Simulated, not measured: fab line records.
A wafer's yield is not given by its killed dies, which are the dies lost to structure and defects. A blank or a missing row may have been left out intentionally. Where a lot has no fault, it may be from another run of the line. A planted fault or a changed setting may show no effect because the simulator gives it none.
Which of the tools did it? | flow berkeleyCmos170 | 42 wafers from 14 lots sampled at 5 of the route's 331 steps

WHAT EACH GAUGE READ, for each wafer
UCB170_NWELL_OVL_MEAS_12. Usual: NWELL_OVL -1 nm, standard deviation 5.8.
lot  | measured    | on         | NWELL_OVL (nm) | flag
L311 | day 2 10:21 | overlay-02 | 3 5 4          | 
L312 | day 2 16:24 | overlay-01 | -4 -5 -3       | 
L313 | day 3 01:21 | overlay-02 | -3 3 2         | 
L315 | day 3 09:11 | overlay-02 | 2 -3 -5        | 
L317 | day 3 14:22 | overlay-01 | -1 -5 6        | 
L318 | day 3 21:50 | overlay-02 | 0 -6 -5        | 
L322 | day 4 14:23 | overlay-02 | -13 -11 0      | 
L323 | day 4 22:04 | overlay-01 | 0 1 1          | 
L328 | day 5 20:03 | overlay-02 | 4 -1 -2        | 
L329 | day 6 04:39 | overlay-02 | -4 5 5         | 
L330 | day 6 08:46 | overlay-01 | 17 17 9        | 
L331 | day 6 12:12 | overlay-02 | -5 -2 -10      | 
L333 | day 6 23:37 | overlay-01 | -6 -10 -8      | 
L334 | day 7 04:24 | overlay-02 | -7 -2 -3       | 

UCB170_NWELL_TW_MEAS_16. Usual: NWELL_TW 1249, standard deviation 6.7.
lot  | measured    | on           | NWELL_TW       | flag
L311 | day 2 10:44 | filmMetro-02 | 1252 1256 1256 | 
L312 | day 2 16:47 | filmMetro-02 | 1250 1249 1248 | 
L313 | day 3 01:44 | filmMetro-03 | 1250 1251 1251 | 
L315 | day 3 09:34 | filmMetro-03 | 1243 1253 1242 | 
L317 | day 3 14:45 | filmMetro-02 | 1247 1254 1250 | 
L318 | day 3 22:14 | filmMetro-02 | 1253 1254 1260 | 
L322 | day 4 14:47 | filmMetro-03 | 1252 1259 1249 | 
L323 | day 4 22:27 | filmMetro-03 | 1252 1245 1249 | 
L328 | day 5 20:27 | filmMetro-04 | 1231 1236 1233 | 
L329 | day 6 05:02 | filmMetro-02 | 1258 1262 1254 | 
L330 | day 6 09:10 | filmMetro-04 | 1236 1237 1244 | 
L331 | day 6 12:35 | filmMetro-02 | 1249 1253 1252 | 
L333 | day 6 23:59 | filmMetro-04 | 1249 1249 1248 | 
L334 | day 7 04:50 | filmMetro-04 | 1256 1245 1246 | 

UCB170_ACTIVE_THK_MEAS_06. Usual: ACTIVE_NITRIDE_THK 219.1 nm, standard deviation 1.9.
lot  | measured    | on           | ACTIVE_NITRIDE_THK (nm) | flag
L311 | day 4 09:01 | filmMetro-03 | 219.9 220.8 221.5       | 
L312 | day 4 15:02 | filmMetro-01 | 222.4 221.0 223.3       | 
L313 | day 4 15:02 | filmMetro-03 | 218.6 220.0 222.0       | 
L315 | day 5 02:27 | filmMetro-04 | 218.8 218.9 222.2       | 
L317 | day 5 11:36 | filmMetro-01 | 220.9 220.8 220.3       | 
L318 | day 5 21:43 | filmMetro-01 | 220.5 220.4 217.7       | 
L322 | day 6 09:16 | filmMetro-01 | 217.6 216.7 216.5       | 
L323 | day 6 19:49 | filmMetro-03 | 218.0 219.8 216.9       | 
L328 | day 7 13:34 | filmMetro-04 | 218.1 217.8 220.4       | 
L329 | day 7 23:09 | filmMetro-01 | 219.6 218.3 220.7       | 
L330 | day 8 07:52 | filmMetro-01 | 218.6 217.3 219.0       | 
L331 | day 8 07:52 | filmMetro-04 | 215.9 216.8 215.1       | 
L333 | day 8 14:53 | filmMetro-01 | 218.2 219.4 217.5       | 
L334 | day 9 06:12 | filmMetro-04 | 220.3 220.7 219.7       | 

UCB170_GATE_CD_MEAS_90: target cd 350 nm. Usual: cdNm reads 349.5 nm (standard deviation 1.4).
lot  | measured     | on       | cdNm (nm)         | flag
L311 | day 6 09:29  | cdSem-01 | 351.3 350.0 350.2 | 
L312 | day 6 23:06  | cdSem-02 | 352.2 351.2 352.8 | 
L313 | day 6 23:36  | cdSem-02 | 349.0 350.0 348.8 | 
L315 | day 6 22:48  | cdSem-02 | 347.7 347.7 348.9 | 
L317 | day 7 08:20  | cdSem-01 | 350.9 349.9 350.9 | 
L318 | day 7 23:09  | cdSem-02 | 349.1 350.1 348.9 | 
L322 | day 8 07:50  | cdSem-02 | - - -             | OFF
L323 | day 8 19:50  | cdSem-01 | - - -             | OFF
L328 | day 9 12:10  | cdSem-02 | 349.0 349.8 349.5 | 
L329 | day 10 02:49 | cdSem-02 | 349.3 348.0 348.3 | 
L330 | day 10 08:41 | cdSem-01 | 346.7 346.6 346.5 | 
L331 | day 10 08:34 | cdSem-01 | 348.1 348.4 348.2 | 
L333 | day 10 18:20 | cdSem-02 | 349.9 349.8 351.1 | 
L334 | day 11 01:49 | cdSem-02 | 349.0 348.0 348.7 | 

EACH LOT AND THE TOOL THAT RAN IT (in order: tool; ch and the chambers of the sampled wafers; start)
lot  | UCB170_GATE_CVD_04
L311 | lpcvd-01 ch 0, day 6 06:28
L312 | lpcvd-02 ch 0, day 6 19:49
L313 | lpcvd-02 ch 1, day 6 19:49
L315 | lpcvd-02 ch 0, day 6 19:49
L317 | lpcvd-01 ch 0, day 7 05:17
L318 | lpcvd-02 ch 0, day 7 19:50
L322 | lpcvd-02 ch 0, day 8 04:47
L323 | lpcvd-02 ch 1, day 8 16:45
L328 | lpcvd-01 ch 0, day 9 08:39
L329 | lpcvd-02 ch 1, day 10 00:10
L330 | lpcvd-01 ch 1, day 10 05:29
L331 | lpcvd-01 ch 0, day 10 05:29
L333 | lpcvd-01 ch 0, day 10 15:27
L334 | lpcvd-01 ch 1, day 10 22:46
- UCB170_GATE_CVD_04: deposits poly-Si from SiH4, time 1440 s, target thk 214 nm.

AS READ BY THE TOOLS THEMSELVES (means over the sampled wafers that have a number; for cases with no such wafer, the mark the record gives instead)
UCB170_GATE_CVD_04. Usual: pressureMtorr 374.7 mTorr, standard deviation 0.83; sih4FlowSccm 120.0 sccm, standard deviation 0.37; zonePowerLoadPct 12.1 %, standard deviation 0.81.
lot  | tool     | pressureMtorr (mTorr) | sih4FlowSccm (sccm) | zonePowerLoadPct (%) | flag
L311 | lpcvd-01 | 374.1                 | 120.6               | 11.9                 | 
L312 | lpcvd-02 | 375.3                 | 120.0               | 11.4                 | 
L313 | lpcvd-02 | 374.2                 | 119.9               | 13.3                 | 
L315 | lpcvd-02 | 375.0                 | 119.8               | 11.4                 | 
L317 | lpcvd-01 | 376.1                 | 120.2               | 11.9                 | 
L318 | lpcvd-02 | 374.4                 | 119.9               | 11.3                 | 
L322 | lpcvd-02 | -                     | -                   | -                    | OFF
L323 | lpcvd-02 | -                     | -                   | -                    | OFF
L328 | lpcvd-01 | 374.8                 | 119.8               | 11.9                 | 
L329 | lpcvd-02 | 373.8                 | 120.3               | 13.4                 | 
L330 | lpcvd-01 | 375.6                 | 120.2               | 11.6                 | 
L331 | lpcvd-01 | 375.2                 | 120.1               | 11.9                 | 
L333 | lpcvd-01 | 374.4                 | 119.8               | 11.9                 | 
L334 | lpcvd-01 | 374.5                 | 120.5               | 11.6                 | 

THE ANSWER, worked out from the rows above alone
Rule: a lot is off if the mean of its wafers that have a number lies more than 3 standard deviations from the usual mean. Also off: a lot with no number at a reading for which 4 or more lots have one. All remaining lots with rows at the step are treated as sound. Order of review: gauges by route order, followed by the tools' own readings, for which a lot's mean as printed above is used. At the first step where some lot is off, the reading lying furthest off is the one used; lots without a number count as furthest.
Off, at UCB170_GATE_CD_MEAS_90 on cdNm: L322, L323. Without a number there: L322, L323.
A tool fits if, at a process step before that reading, it ran every lot that is off, and no sound lot after the first of them. Not tried: the gauges at UCB170_GATE_CD_MEAS_90; whatever is off there is also off at UCB170_GATE_CVD_04, on other tools, and gauge error can't account for it. Of those tried, none fits.

WHAT HAD BEEN PUT IN BY THE SIMULATOR
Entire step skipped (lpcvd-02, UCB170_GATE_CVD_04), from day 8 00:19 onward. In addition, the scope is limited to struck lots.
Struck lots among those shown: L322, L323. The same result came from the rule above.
